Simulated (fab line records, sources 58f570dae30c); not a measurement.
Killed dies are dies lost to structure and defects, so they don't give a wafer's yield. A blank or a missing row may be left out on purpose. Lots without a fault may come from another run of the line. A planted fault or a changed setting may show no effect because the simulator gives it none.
A struck lot beside a sound one | flow berkeley_cmos170 | 13 steps out of a route of 331
Sound: wafers L508.1, L508.3, L508.6. Struck: wafers L509.4, L509.5, L509.6. The cause comes at the end.
At each step with rows: each side's tool, then ch and its chambers, then its first start. Under that, the readings that differ: sound wafers | struck wafers | difference of the means | sigmas: that difference in standard deviations of wafers without a fault.
alike: readings whose means differ by less than 2 such deviations, and words and numbers that are the same on both sides. not compared: withheld readings, readings that some wafer has no value for, bounds like >300 that may hide the same value, and numbers for which the record gives no deviation and whose values overlap.
The two part at a step that has a row with sigmas, a row that says differs or no value, or rows on one side only. Numbers that don't overlap but have no deviation are shown without sigmas and don't part them. A reading that every wafer of one side lacks parts them only if that side has two wafers or more.

UCB170_NSD_CD_MEAS_06: target cd 1200 nm.
  sound on cd_sem-02, day 10 16:47; struck on cd_sem-01, day 10 16:35
  alike: cd_nm
UCB170_NSD_OVL_MEAS_07:
  sound on overlay-02, day 10 16:54; struck on overlay-01, day 10 16:40
  alike: NSD_OVL
then, 1 step without rows for these wafers: UCB170_NSD_IMPLANT_08.
UCB170_NSD_STRIP_09: strips in O2.
  sound on plasma_asher-01 ch 0,1, day 10 17:05; struck on plasma_asher-02 ch 0,1, day 10 16:52
  alike: drypump_motor_current_A, oes_product_au, strip_time_to_endpoint_s
  not compared: rf_hours_counter_h
UCB170_NSD_TW_MEAS_10:
  sound on film_metro-04, day 10 17:11; struck on film_metro-02, day 10 16:57
  alike: NSD_TW
then, 4 steps without rows for these wafers: UCB170_NSD_CLEAN_11 (cleans in SPM, time 600 s); UCB170_BACKSIDE_HMDS_00 (prime time 60 s); UCB170_BACKSIDE_COAT_01 (resist thk 900 nm); UCB170_BACKSIDE_SOFTBAKE_02 (time 60 s).
UCB170_BACKSIDE_STRIP_03: strips in O2.
  sound on plasma_asher-02 ch 0,1, day 10 18:41; struck on plasma_asher-02 ch 0,1, day 10 18:17
  alike: drypump_motor_current_A, oes_product_au, strip_time_to_endpoint_s
  not compared: rf_hours_counter_h
then, 1 step without rows for these wafers: UCB170_BACKSIDE_CLEAN_04 (cleans in SPM, time 600 s).
UCB170_SDANNEAL_RTA_00: time 10 s.
  sound on rtp_anneal-01 ch 0, day 10 18:58; struck on rtp_anneal-01 ch 0, day 10 18:38
  alike: anneal_temp_c_max, chamber_o2_ppm, lamp_power_pct, wafer_temp_C_max
UCB170_SDANNEAL_RTA_01: time 5 s.
  sound on rtp_anneal-01 ch 0, day 10 19:02; struck on rtp_anneal-01, day 10 18:41
  no value came back on the struck wafers for anneal_temp_c_max, chamber_o2_ppm, lamp_power_pct (%), wafer_temp_C_max; on the sound wafers anneal_temp_c_max reads 1055.6 1056.9 1053.9

WHERE THEY PART
Only at UCB170_SDANNEAL_RTA_01, within this record.

WHY: what the simulator had put in
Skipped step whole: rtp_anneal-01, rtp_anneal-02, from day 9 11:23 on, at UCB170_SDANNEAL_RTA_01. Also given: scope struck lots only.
